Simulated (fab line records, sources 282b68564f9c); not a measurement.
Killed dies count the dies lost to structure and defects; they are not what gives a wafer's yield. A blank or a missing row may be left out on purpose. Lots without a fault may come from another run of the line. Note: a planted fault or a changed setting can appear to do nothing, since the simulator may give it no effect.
Comparing a struck lot with a sound one :: flow rit cmos :: 29 steps out of a route of 202
Sound: the wafers L291.2, L291.4, L291.5. Wafers L305.2, L305.4, L305.6 were the ones struck. At the end, the cause is stated.
For every step that has rows: the tool of each side, followed by ch and its chambers, followed by its first start. Under that, the readings that differ: sound wafers :: struck wafers :: difference of the means :: sigmas: that difference in standard deviations of wafers without a fault.
alike: same words and numbers on both sides, and readings whose means sit less than 2 such deviations apart. not compared: any withheld reading, any reading some wafer has no value for, any bound like >300 that may hide the same value, and any number with overlapping values for which the record gives no deviation.
Wherever a step has rows on one side only, a row that says differs or no value, or a row with sigmas, the two part there. Numbers that don't overlap but have no deviation are shown without sigmas and don't part them. A reading missing from all wafers of one side parts the sides only when that side holds two or more wafers.

RIT_FOX2_THK_MEAS_01:
  sound on film metro-02, day 1 18:47; struck on film metro-02, day 4 19:56
  alike: FOX2_OXIDE_THK
then, 2 steps without rows for these wafers: RIT_FOX2_CLEAN_02 (cleans in dHF, time 180 s); RIT_FOX2_WET_ETCH_03 (etches Si3N4 in H3PO4, target depth 195 nm, time 2700 s).
RIT_FOX2_THK_MEAS_90:
  sound on film metro-04, day 1 19:40; struck on film metro-04, day 4 20:49
  alike: FIELD_OXIDE_LEFT_1_THK
then, 6 steps without rows for these wafers: RIT_NWELL_HMDS_00 (prime time 60 s); RIT_NWELL_COAT_01 (resist thk 1300 nm); RIT_NWELL_SOFTBAKE_02 (time 60 s); RIT_NWELL_EXPOSE_03 (exposes mask M2, target cd 43900 nm); RIT_NWELL_PEB_04; RIT_NWELL_DEVELOP_05 (develop time 68 s).
RIT_NWELL_OVL_MEAS_06:
  sound on overlay-01, day 1 20:43; struck on overlay-02, day 4 21:52
  alike: NWELL_OVL
then, 1 step without rows for these wafers: RIT_NWELL_HARDBAKE_07 (time 120 s).
RIT_NWELL_IMPLANT_08:
  sound on implanter-04 ch 0, day 1 21:01; struck on implanter-01 ch 0, day 4 22:11
reading: dose ions cm2
sound: 5.002e+13 5.005e+13 4.996e+13
struck: 4.762e+13 4.757e+13 4.76e+13
difference: -2.413e+12
sigmas: -40

reading: faraday current uA
sound: 152.2 156.8 159.7
struck: 149.7 149.5 151.5
difference: -6.0
sigmas: -2
RIT_NWELL_STRIP_09: strips in O2, time 180 s.
  sound on plasma asher-04 ch 0,1, day 1 21:09; struck on plasma asher-01 ch 0,1, day 4 22:18
  alike: drypump motor current A
  not compared: rf hours counter h
RIT_NWELL_TW_MEAS_10:
  sound on film metro-01, day 1 21:20; struck on film metro-04, day 4 22:29
reading: NWELL_TW
sound: 2131 2136 2133
struck: 2103 2101 2107
difference: -30
sigmas: -2
  not compared: hold
then, 5 steps without rows for these wafers: RIT_PWELL_COAT_01 (resist thk 1300 nm); RIT_PWELL_SOFTBAKE_02 (time 60 s); RIT_PWELL_EXPOSE_03 (exposes mask M3, target cd 43700 nm); RIT_PWELL_PEB_04; RIT_PWELL_DEVELOP_05 (develop time 68 s).
RIT_PWELL_OVL_MEAS_06:
  sound on overlay-02, day 1 22:24; struck on overlay-02, day 4 23:46
  alike: PWELL_OVL
then, 2 steps without rows for these wafers: RIT_PWELL_HARDBAKE_07 (time 120 s); RIT_PWELL_IMPLANT_08.
RIT_PWELL_STRIP_09: strips in O2, time 180 s.
  sound on plasma asher-04 ch 0,1, day 1 22:50; struck on plasma asher-03 ch 0,1, day 5 00:14
  alike: drypump motor current A
  not compared: rf hours counter h
RIT_PWELL_TW_MEAS_10:
  sound on film metro-04, day 1 23:01; struck on film metro-01, day 5 00:26
  alike: PWELL_TW
then, 1 step without rows for these wafers: RIT_WELLDRIVE_ANNEAL_00 (time 14700 s).
RIT_WELLDRIVE_RS_MEAS_01: measures by four-point-probe.
  sound on film metro-04, day 2 04:33; struck on film metro-01, day 5 06:30
reading: NWELL_RS (ohm/sq)
sound: 274.0 274.7 273.7
struck: 284.9 284.9 284.7
difference: +10.7
sigmas: +13
  not compared: hold
RIT_WELLDRIVE_RS_MEAS_02: measures by four-point-probe.
  sound on film metro-04, day 2 04:40; struck on film metro-01, day 5 10:25
reading: hold
sound: - - -
struck: await dispo/3.8h/release await dispo/3.8h/release await dispo/3.8h/release
difference: no value on the sound wafers
sigmas: 
  alike: PWELL_RS
RIT_M1_PROBE_99:
  sound on prober-01, day 3 17:21; struck on prober-01, day 6 22:22
  alike: killed at contacts, killed at front end, killed dies, killed open, killed short

WHERE THEY PART
Last at RIT_WELLDRIVE_RS_MEAS_02 as far as this record goes, first at RIT_NWELL_IMPLANT_08. Later steps at which nothing parts them and some readings are alike: RIT_M1_PROBE_99.

WHY: whatever the simulator had introduced
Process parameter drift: implanter-01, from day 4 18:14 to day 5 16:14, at RIT_NWELL_IMPLANT_08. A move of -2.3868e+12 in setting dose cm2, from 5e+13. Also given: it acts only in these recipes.
